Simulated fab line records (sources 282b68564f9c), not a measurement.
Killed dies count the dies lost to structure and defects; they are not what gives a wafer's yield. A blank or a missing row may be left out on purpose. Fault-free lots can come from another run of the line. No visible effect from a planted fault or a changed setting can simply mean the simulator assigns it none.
Comparing a struck lot with a sound one -- flow rit cmos -- 14 steps out of a route of 202
Sound: wafers L850.1, L850.2, L850.3. Wafers L841.1, L841.5, L841.6 were the ones struck. The cause is named last.
For every step that has rows: the tool of each side, followed by ch and its chambers, followed by its first start. Under that, the readings that differ: sound wafers -- struck wafers -- difference of the means -- sigmas: that difference in standard deviations of wafers without a fault.
alike: a reading whose means differ by less than 2 such deviations, as well as words and numbers matching on both sides. not compared: withheld readings; readings where some wafer has no value; bounds like >300 that might hide an equal value; numbers whose values overlap and for which the record gives no deviation.
Wherever a step has rows on one side only, a row that says differs or no value, or a row with sigmas, the two part there. Numbers that have no deviation but don't overlap get no sigmas and don't part them. A reading that every wafer of one side lacks parts them only if that side has two wafers or more.

first, 1 step without rows for these wafers: RIT_PLDD_IMPLANT_08.
RIT_PLDD_STRIP_09: strips in O2, time 180 s.
  sound on plasma asher-01 ch 0,1, day 6 09:14; struck on plasma asher-03 ch 0,1, day 4 11:49
  alike: drypump motor current A
  not compared: rf hours counter h
RIT_PLDD_TW_MEAS_10:
  sound: film metro-01 at day 6 09:24; struck: film metro-02 at day 4 11:59
  alike: PLDD_TW
then, 4 steps without rows for these wafers: RIT_SPACER_CLEAN_00 (cleans in SC1, time 600 s); RIT_SPACER_CLEAN_01 (cleans in dHF, time 30 s); RIT_SPACER_CLEAN_02 (cleans in SC2, time 600 s); RIT_SPACER_CVD_03 (deposits Si3N4 from SiH2Cl2/NH3, target thk 250 nm, time 3300 s).
RIT_SPACER_THK_MEAS_04:
  sound: film metro-02 at day 6 11:44; struck: film metro-03 at day 4 15:17
  alike: SPACER_NITRIDE_THK
RIT_SPACER_ETCHBACK_05: etches Si3N4 in SF6/CHF3, stops on SiO2, target depth 250 nm, time 243.6 s.
  sound on rie diel-04 ch 1,2,3, day 6 11:48; struck on rie diel-03 ch 0,1,3, day 4 15:20
  alike: drypump motor current A, oes product au, throttle valve pct
  not compared: rf hours counter h
then, 3 steps without rows for these wafers: RIT_NSD_HMDS_00 (prime time 60 s); RIT_NSD_COAT_01 (resist thk 1000 nm); RIT_NSD_SOFTBAKE_02 (time 60 s).
RIT_NSD_EXPOSE_03: exposes mask M9, target cd 40700 nm.
  sound on iline stepper-01 ch 0, day 6 12:24; struck on iline stepper-02, day 4 16:04
  no value came back on the struck wafers for exposure dose mJ cm2, focus offset nm (nm); on the sound wafers exposure dose mJ cm2 reads 250.00 249.88 250.44
  alike: mask
then, 1 step without rows for these wafers: RIT_NSD_PEB_04.

== WHERE THEY PART ==
Only at RIT_NSD_EXPOSE_03, within this record.

WHY: what the simulator had put in
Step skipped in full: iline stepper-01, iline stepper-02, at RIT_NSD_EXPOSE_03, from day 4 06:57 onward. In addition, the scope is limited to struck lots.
